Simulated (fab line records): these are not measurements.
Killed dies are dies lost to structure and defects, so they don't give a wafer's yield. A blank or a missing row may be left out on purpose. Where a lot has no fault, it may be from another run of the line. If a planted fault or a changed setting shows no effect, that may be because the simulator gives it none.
Which of the tools did it? + flow rit cmos + 45 wafers from 15 lots sampled at 2 of the route's 202 steps

WHAT EACH GAUGE READ, for each wafer
RIT_NRETRO_TW_MEAS_10.
| lot  | measured    | on            | NRETRO_TW      |
|------|-------------|---------------|----------------|
| L186 | day 2 07:56 | film metro-03 | 1067 1054 1061 |
| L187 | day 2 11:11 | film metro-02 | 1055 1051 1047 |
| L188 | day 2 18:25 | film metro-01 | 1058 1057 1053 |
| L189 | day 2 23:24 | film metro-03 | 1059 1064 1055 |
| L190 | day 3 04:55 | film metro-03 | 1058 1062 1064 |
| L193 | day 3 19:25 | film metro-03 | 1054 1048 1055 |
| L194 | day 4 04:00 | film metro-03 | 1068 1069 1067 |
| L197 | day 4 16:35 | film metro-03 | 1120 1110 1109 |
| L198 | day 4 22:28 | film metro-03 | 1108 1111 1108 |
| L199 | day 5 03:25 | film metro-01 | 1102 1097 1095 |
| L203 | day 6 04:29 | film metro-02 | 1060 1061 1054 |
| L205 | day 6 12:38 | film metro-01 | 1051 1056 1047 |
| L206 | day 7 02:35 | film metro-03 | 1065 1059 1060 |
| L207 | day 7 02:50 | film metro-03 | 1062 1064 1066 |
| L209 | day 7 15:55 | film metro-02 | 1058 1053 1054 |

WHAT TOOL EACH LOT RAN ON (gives the tool, then ch and the chambers of the sampled wafers, and finally the start)
| lot  | RIT_NRETRO_IMPLANT_08          |
|------|--------------------------------|
| L186 | implanter-03 ch 0, day 2 07:37 |
| L187 | implanter-02 ch 0, day 2 10:52 |
| L188 | implanter-02 ch 0, day 2 18:07 |
| L189 | implanter-03 ch 0, day 2 23:07 |
| L190 | implanter-03 ch 0, day 3 04:36 |
| L193 | implanter-01 ch 0, day 3 19:06 |
| L194 | implanter-02 ch 0, day 4 03:41 |
| L197 | implanter-03 ch 0, day 4 16:18 |
| L198 | implanter-03 ch 0, day 4 22:08 |
| L199 | implanter-03 ch 0, day 5 03:06 |
| L203 | implanter-01 ch 0, day 6 04:10 |
| L205 | implanter-01 ch 0, day 6 12:20 |
| L206 | implanter-01 ch 0, day 7 02:16 |
| L207 | implanter-02 ch 0, day 7 02:31 |
| L209 | implanter-01 ch 0, day 7 15:37 |
- RIT_NRETRO_IMPLANT_08

AS READ BY THE TOOLS THEMSELVES (means over the sampled wafers that have a number; for cases with no such wafer, the mark the record gives instead)
RIT_NRETRO_IMPLANT_08.
| lot  | tool         | beam energy keV |
|------|--------------|-----------------|
| L186 | implanter-03 | 70.013          |
| L187 | implanter-02 | 70.010          |
| L188 | implanter-02 | 69.984          |
| L189 | implanter-03 | 69.982          |
| L190 | implanter-03 | 70.003          |
| L193 | implanter-01 | 69.997          |
| L194 | implanter-02 | 69.977          |
| L197 | implanter-03 | 83.281          |
| L198 | implanter-03 | 83.295          |
| L199 | implanter-03 | 83.271          |
| L203 | implanter-01 | 70.014          |
| L205 | implanter-01 | 69.995          |
| L206 | implanter-01 | 69.967          |
| L207 | implanter-02 | 70.024          |
| L209 | implanter-01 | 69.988          |

THE ANSWER, worked out from the rows above alone
Rule: the lots themselves supply what counts as usual. Put in order of their means at a reading, lots are off if they are a third of the lots or fewer, leave a main group of 4 or more, and stand apart from it by a gap of 3 or more times the standard deviation of the main group's means; of several such gaps the widest counts. A main group whose means are all the same, to the digits that the tables above print for the reading, isn't used. Also off: a lot with no number at a reading for which 4 or more lots have one. All remaining lots with rows at the step are treated as sound. The gauges are gone through in route order, then the tools' own readings, and for those a lot's mean is taken as printed above. At the first step where some lot is off, the reading lying furthest off is the one used; lots without a number count as furthest.
Off: L197, L198, L199, seen at RIT_NRETRO_TW_MEAS_10 (NRETRO_TW). Mean 1058 and standard deviation 5 in the main group.
A tool fits if, at a process step before that reading, it ran every lot that is off, and no sound lot after the first of them. Not tried: the gauges at RIT_NRETRO_TW_MEAS_10; whatever is off there is also off at RIT_NRETRO_IMPLANT_08, on other tools, and gauge error can't account for it. One candidate fits, namely implanter-03 at RIT_NRETRO_IMPLANT_08. A fault onset in the window from L190 (day 3 04:36, its last sound lot) to L197 (day 4 16:18, its first lot off) fits.
The tool's own readings at RIT_NRETRO_IMPLANT_08 bear it out: on the lots that are off they differ by more than 5 times the standard deviation of the sound lots' means. beam energy keV reads 83.282 there against 69.996 on the sound lots.

WHAT HAD BEEN PUT IN BY THE SIMULATOR
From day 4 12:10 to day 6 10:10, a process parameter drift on implanter-03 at RIT_NRETRO_IMPLANT_08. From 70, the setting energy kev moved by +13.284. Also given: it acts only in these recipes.
Struck lots among those shown: L197, L198, L199. The rule above reached the same finding.
